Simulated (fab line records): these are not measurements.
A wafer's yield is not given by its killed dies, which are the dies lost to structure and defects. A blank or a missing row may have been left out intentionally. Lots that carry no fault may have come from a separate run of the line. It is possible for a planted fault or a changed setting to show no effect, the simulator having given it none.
Comparing a struck lot with a sound one ; flow ritCmos ; 35 out of 202 route steps
Sound: the wafers L760.1, L760.5, L760.6. Wafers struck: L771.1, L771.3, L771.5. The cause is named last.
Order at every step that has rows: each side's tool, ch and its chambers, its first start. Under that, the readings that differ: sound wafers ; struck wafers ; difference of the means ; sigmas: that difference in standard deviations of wafers without a fault.
alike: readings whose means differ by less than 2 such deviations, and words and numbers that are the same on both sides. not compared: withheld readings, readings that some wafer has no value for, bounds like >300 that may hide the same value, and numbers for which the record gives no deviation and whose values overlap.
Wherever a step has rows on one side only, a row that says differs or no value, or a row with sigmas, the two part there. Non-overlapping numbers with no deviation appear without sigmas and do not part them. A reading missing from all wafers of one side parts the sides only when that side holds two or more wafers.

RIT_PLDD_OVL_MEAS_06:
  sound: overlay-02 at day 3 06:27; struck: overlay-01 at day 5 22:08
  alike: PLDD_OVL
then, 2 steps without rows for these wafers: RIT_PLDD_HARDBAKE_07 (time 60 s); RIT_PLDD_IMPLANT_08.
RIT_PLDD_STRIP_09: strips in O2, time 180 s.
  sound on plasmaAsher-04 ch 0,1, day 3 06:47; struck on plasmaAsher-03 ch 0,1, day 5 22:29
  alike: drypumpMotorCurrentA, rfReflPowerW
  not compared: rfHoursCounterH
RIT_PLDD_TW_MEAS_10:
  sound: filmMetro-03 at day 3 06:58; struck: filmMetro-01 at day 5 22:39
  alike: PLDD_TW
then, 4 steps without rows for these wafers: RIT_SPACER_CLEAN_00 (cleans in SC1, time 600 s); RIT_SPACER_CLEAN_01 (cleans in dHF, time 30 s); RIT_SPACER_CLEAN_02 (cleans in SC2, time 600 s); RIT_SPACER_CVD_03 (deposits Si3N4 from SiH2Cl2/NH3, target thk 250 nm, time 3300 s).
RIT_SPACER_THK_MEAS_04:
  sound: filmMetro-02 at day 3 09:19; struck: filmMetro-01 at day 6 02:15
  alike: SPACER_NITRIDE_THK
RIT_SPACER_ETCHBACK_05: etches Si3N4 in SF6/CHF3, stops on SiO2, target depth 250 nm, time 240 s.
  sound on rieDiel-01 ch 2,3, day 3 09:23; struck on rieDiel-04 ch 0,1,3, day 6 02:19
  alike: drypumpMotorCurrentA, oesProductAu, throttleValvePct
  not compared: rfHoursCounterH
then, 1 step without rows for these wafers: RIT_NSD_HMDS_00 (prime time 60 s).
RIT_NSD_COAT_01: resist thk 1000 nm.
  struck on lithoTrack-01, day 6 02:44; sound on lithoTrack-03 ch 0, day 3 09:41
  no value came back on the struck wafers for chillPlateTempC (C), dispensePressureKPa (kPa); on the sound wafers chillPlateTempC (C) reads 23.06 22.98 22.97
then, 4 steps without rows for these wafers: RIT_NSD_SOFTBAKE_02 (time 60 s); RIT_NSD_EXPOSE_03 (exposes mask M9, target cd 40700 nm); RIT_NSD_PEB_04; RIT_NSD_DEVELOP_05 (develop time 50 s).
RIT_NSD_OVL_MEAS_06:
  sound: overlay-01 at day 3 10:23; struck: overlay-01 at day 6 03:47
reading;sound;struck;difference;sigmas
NSD_OVL (nm);-1.2 -3.0 -1.7;- - -;no value on the struck wafers;
then, 2 steps without rows for these wafers: RIT_NSD_HARDBAKE_07 (time 60 s); RIT_NSD_IMPLANT_08.
RIT_NSD_STRIP_09: strips in O2, time 180 s.
  sound on plasmaAsher-02 ch 0,1, day 3 10:43; struck on plasmaAsher-01 ch 0,1, day 6 04:29
  alike: drypumpMotorCurrentA, rfReflPowerW
  not compared: rfHoursCounterH
RIT_NSD_TW_MEAS_10:
  sound: filmMetro-02 at day 3 10:53; struck: filmMetro-01 at day 6 04:40
  alike: NSD_TW
then, 6 steps without rows for these wafers: RIT_PSD_HMDS_00 (prime time 60 s); RIT_PSD_COAT_01 (resist thk 1000 nm); RIT_PSD_SOFTBAKE_02 (time 60 s); RIT_PSD_EXPOSE_03 (exposes mask M10, target cd 40900 nm); RIT_PSD_PEB_04; RIT_PSD_DEVELOP_05 (develop time 50 s).
RIT_PSD_OVL_MEAS_06:
  sound: overlay-01 at day 3 11:55; struck: overlay-01 at day 6 05:50
  alike: PSD_OVL
then, 2 steps without rows for these wafers: RIT_PSD_HARDBAKE_07 (time 60 s); RIT_PSD_IMPLANT_08.
RIT_PSD_STRIP_09: strips in O2, time 180 s.
  sound on plasmaAsher-02 ch 0,1, day 3 12:16; struck on plasmaAsher-02 ch 0,1, day 6 06:17
  alike: drypumpMotorCurrentA, rfReflPowerW
  not compared: rfHoursCounterH
RIT_PSD_TW_MEAS_10:
  sound: filmMetro-03 at day 3 12:26; struck: filmMetro-01 at day 6 06:28
reading;sound;struck;difference;sigmas
PSD_TW;3451 3452 3449;3604 3583 3597;+144;+4
then, 1 step without rows for these wafers: RIT_SDANNEAL_CLEAN_00 (cleans in SC1, time 600 s).
RIT_M1_PROBE_99:
  sound: prober-01 at day 3 20:26; struck: prober-02 at day 6 15:52
reading;sound;struck;difference;sigmas
killedAtFrontEnd;8 10 5;264 264 264;+256;+88
killedDies;8 10 5;264 264 264;+256;+88
killedOnRim;2 2 1;70 70 70;+68;+49
  alike: killedOpen, killedShort

## WHERE THEY PART
Earliest at RIT_NSD_COAT_01; latest, in this record, at RIT_M1_PROBE_99.

WHY: what had been put in by the simulator
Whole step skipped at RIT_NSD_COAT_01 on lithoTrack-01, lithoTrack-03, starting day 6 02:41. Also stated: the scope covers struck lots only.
